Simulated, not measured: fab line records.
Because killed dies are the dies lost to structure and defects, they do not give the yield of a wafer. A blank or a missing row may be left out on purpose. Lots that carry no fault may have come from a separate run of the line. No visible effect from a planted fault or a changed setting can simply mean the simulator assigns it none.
2 desks, one fault    flow berkeleyCmos170    numbers are kept per desk, each desk with only its own; the story behind them comes last

## FROM THE METROLOGY DESK
What the gauges read for every lot (on any tool): the sampled wafers with a number, averaged. A lot is out of limits, marked OUT, if its mean lies more than 4 standard deviations from the usual mean; the brackets give that distance.
Columns: A = PWELL_OXIDE_THK at UCB170_PWELL_THK_MEAS_03, usual 26.5 nm; B = ACTIVE_OXIDE_THK at UCB170_ACTIVE_THK_MEAS_03, usual 26.4 nm; C = ACTIVE_NITRIDE_THK at UCB170_ACTIVE_THK_MEAS_06, usual 219.4 nm
lot   first seen here  A     B     C
L158  day 2 17:40      26.3  26.2  221.6
L159  day 3 07:31      26.2  26.5  220.5
L161  day 3 09:47      26.4  26.3  220.1
L163  day 3 20:49      26.3  26.7  218.4
L162  day 4 00:55      26.8  26.7  217.4
L164  day 4 00:56      26.5  26.7  218.7
L168  day 5 00:50      26.1  26.3  220.0
L169  day 5 00:52      26.9  26.1  220.9
L172  day 6 02:02      26.6  26.8  221.0
L176  day 6 13:49      27.5  25.7  219.8
L177  day 6 21:14      26.4  26.4  218.8
L179  day 7 06:46      26.1  26.7  217.5
L180  day 7 06:46      26.0  26.1  219.0
L181  day 7 15:09      25.9  27.1  219.4
This desk found nothing out of limits on any of the 14 lots.

## AT THE TOOL OWNER'S DESK: rieDiel-04
The tool's own readings at UCB170_NWELL_ETCH_13 (etches Si3N4 in CH3F/Ar/O2, stops on SiO2, target depth 246.4 nm, time 154 s): means of the sampled wafers that have a number, for each lot that ran on this tool. A lot is out of limits, marked OUT, if its mean lies more than 4 standard deviations from the usual mean; the brackets give that distance.
Columns: A = drypumpMotorCurrentA at UCB170_NWELL_ETCH_13, usual 5.7 A; B = oesProductAu at UCB170_NWELL_ETCH_13, usual 0.941 a.u.; C = throttleValvePct at UCB170_NWELL_ETCH_13, usual 8.09 %
lot   first seen here  A    B      C
L159  day 2 21:32      5.8  0.950  8.12
L163  day 3 10:52      5.9  0.940  8.07
L164  day 3 17:21      5.7  0.945  8.14
L169  day 4 14:07      5.8  0.935  8.10
L172  day 5 14:54      5.9  0.934  8.10
L177  day 6 12:02      5.7  0.949  8.17
This desk found nothing out of limits on any of the 6 lots.

## TAKEN TOGETHER
Metrology desk: nothing out of limits seen.
Nothing out of limits was seen by the tool owner's desk.

## WHAT WAS PUT IN BY THE SIMULATOR
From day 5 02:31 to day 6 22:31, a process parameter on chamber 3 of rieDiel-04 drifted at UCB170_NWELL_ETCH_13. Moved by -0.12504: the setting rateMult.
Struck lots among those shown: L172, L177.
